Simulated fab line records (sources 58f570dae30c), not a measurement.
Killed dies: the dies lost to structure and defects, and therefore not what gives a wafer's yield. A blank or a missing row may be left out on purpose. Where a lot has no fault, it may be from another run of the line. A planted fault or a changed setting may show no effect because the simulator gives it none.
What tool caused it?	flow berkeley cmos170	Sampling: 15 lots, 45 wafers, 4 of 331 route steps

== WHAT THE GAUGES READ, wafer by wafer ==
UCB170_M3_THK_MEAS_03: measures by xrf. Usual: for M3_AL_THK the level is 914 nm and the standard deviation is 10.
lot	measured	on	M3_AL_THK (nm)	flag
L873	day 9 04:02	film metro-02	907 904 904	
L874	day 9 01:11	film metro-04	903 907 914	
L875	day 9 16:44	film metro-01	906 897 909	
L877	day 10 09:15	film metro-01	924 917 912	
L878	day 10 08:59	film metro-02	893 908 892	
L879	day 10 09:28	film metro-02	896 917 913	
L880	day 10 07:38	film metro-01	929 925 920	
L882	day 11 04:18	film metro-02	915 918 933	
L884	day 11 22:22	film metro-01	916 913 923	
L890	day 13 22:11	film metro-02	910 902 901	
L891	day 13 23:32	film metro-04	909 926 922	
L892	day 13 23:14	film metro-01	924 916 931	
L893	day 14 21:50	film metro-01	925 924 933	
L894	day 14 22:13	film metro-04	909 917 904	
L895	day 15 09:25	film metro-02	912 918 921	

UCB170_M3_OVL_MEAS_16. Usual: for M3_OVL the level is 0 nm and the standard deviation is 5.7.
lot	measured	on	M3_OVL (nm)	flag
L873	day 9 05:58	overlay-01	1 -1 5	
L874	day 9 03:05	overlay-01	5 10 8	
L875	day 9 18:29	overlay-02	1 3 8	
L877	day 10 11:33	overlay-02	-9 -9 -11	
L878	day 10 11:23	overlay-02	10 8 10	
L879	day 10 11:45	overlay-02	-5 0 -7	
L880	day 10 09:35	overlay-02	4 1 4	
L882	day 11 06:11	overlay-01	0 1 -2	
L884	day 12 02:21	overlay-01	2 -2 1	
L890	day 14 00:24	overlay-01	-4 -10 -4	
L891	day 14 02:07	overlay-01	4 6 -2	
L892	day 14 01:49	overlay-01	7 8 6	
L893	day 15 02:34	overlay-02	-1 0 -4	
L894	day 15 02:52	overlay-02	1 0 1	
L895	day 15 13:28	overlay-02	1 0 2	

== WHAT TOOL EACH LOT RAN ON (gives the tool, then ch and the chambers of the sampled wafers, and finally the start) ==
lot	UCB170_NWELL_OXIDATION_01	UCB170_V2_STRIP_15
L873	furnace-02 ch 0, day 2 09:32	plasma asher-01 ch 0,1, day 9 03:32
L874	furnace-01 ch 0, day 2 14:35	plasma asher-04 ch 0,1, day 9 00:41
L875	furnace-01 ch 0, day 2 22:07	plasma asher-01 ch 0,1, day 9 16:14
L877	furnace-01 ch 0, day 3 08:23	plasma asher-01 ch 0,1, day 10 08:44
L878	furnace-01 ch 0, day 3 08:23	plasma asher-04 ch 0,1, day 10 08:29
L879	furnace-01 ch 0, day 3 18:15	plasma asher-04 ch 0,1, day 10 08:58
L880	furnace-01 ch 0, day 3 18:15	plasma asher-03 ch 0,1, day 10 07:08
L882	furnace-02 ch 0, day 4 07:56	plasma asher-04 ch 0,1, day 11 03:49
L884	furnace-02 ch 0, day 4 07:56	plasma asher-01 ch 0,1, day 11 21:53
L890	furnace-04 ch 0, day 5 22:20	plasma asher-01 ch 0,1, day 13 21:41
L891	furnace-04 ch 0, day 6 02:37	plasma asher-01 ch 0,1, day 13 23:02
L892	furnace-04 ch 0, day 6 02:37	plasma asher-01 ch 0,1, day 13 22:44
L893	furnace-02 ch 0, day 6 13:37	plasma asher-04 ch 0, day 14 21:21
L894	furnace-02 ch 0, day 6 13:37	plasma asher-03 ch 0,1, day 14 21:44
L895	furnace-01 ch 0, day 6 23:09	plasma asher-04 ch 0,1, day 15 08:54
- UCB170_NWELL_OXIDATION_01: target thk 26.4 nm, ox time 1260 s.
- UCB170_V2_STRIP_15: strips in O2.

== AS READ BY THE TOOLS THEMSELVES (means over the sampled wafers that have a number; for cases with no such wafer, the mark the record gives instead) ==
UCB170_NWELL_OXIDATION_01. Usual: tube center temp C 1000 C, standard deviation 0.084; zone power centre pct 51.1 %, standard deviation 2.1; zone power load pct 36 %, standard deviation 3.3.
lot	tool	tube center temp C (C)	zone power centre pct (%)	zone power load pct (%)	flag
L873	furnace-02	1000	51.4	32	
L874	furnace-01	1000	49.3	39	
L875	furnace-01	1000	49.6	39	
L877	furnace-01	1000	48.7	39	
L878	furnace-01	1000	49.1	39	
L879	furnace-01	1000	49.2	39	
L880	furnace-01	1000	48.9	39	
L882	furnace-02	1000	51.9	32	
L884	furnace-02	1000	52.1	32	
L890	furnace-04	1000	54.9	35	
L891	furnace-04	1000	53.8	36	
L892	furnace-04	1000	54.4	36	
L893	furnace-02	1000	52.4	32	
L894	furnace-02	1000	52.6	32	
L895	furnace-01	1000	48.7	39	

UCB170_V2_STRIP_15. Usual: drypump motor current A 5.8 A, standard deviation 0.49; oes product au 0.722 a.u., standard deviation 0.0047; strip time to endpoint s 15.35 s, standard deviation 0.13.
lot	tool	drypump motor current A (A)	oes product au (a.u.)	strip time to endpoint s (s)	flag
L873	plasma asher-01	6.0	0.721	15.34	
L874	plasma asher-04	5.7	0.726	15.29	
L875	plasma asher-01	5.7	0.716	15.32	
L877	plasma asher-01	6.0	0.725	15.35	
L878	plasma asher-04	5.7	0.726	15.27	
L879	plasma asher-04	5.4	0.723	15.28	
L880	plasma asher-03	5.9	0.725	15.23	
L882	plasma asher-04	5.7	0.725	15.20	
L884	plasma asher-01	5.8	0.725	15.33	
L890	plasma asher-01	6.0	0.717	15.46	
L891	plasma asher-01	6.0	0.717	15.40	
L892	plasma asher-01	6.0	0.721	15.50	
L893	plasma asher-04	6.1	0.718	15.58	
L894	plasma asher-03	6.2	0.722	15.44	
L895	plasma asher-04	5.7	0.720	15.18	

== THE ANSWER, worked out from the rows above alone ==
Rule: lot off if the mean of its wafers having a number is beyond 3 standard deviations from the usual mean. A lot without any number at a reading at which 4 lots or more have one is off too. Where the step has rows for the other lots, those lots are counted as sound. After the gauges, taken in route order, come the tools' own readings; for these a lot's mean is taken, as printed above. The first step at which some lot is off is used, and at that step the reading that is off furthest; a lot without a number counts as furthest.
Across all readings shown, no lot is off: no conclusion can be drawn from this.

== WHAT THE SIMULATOR PUT IN ==
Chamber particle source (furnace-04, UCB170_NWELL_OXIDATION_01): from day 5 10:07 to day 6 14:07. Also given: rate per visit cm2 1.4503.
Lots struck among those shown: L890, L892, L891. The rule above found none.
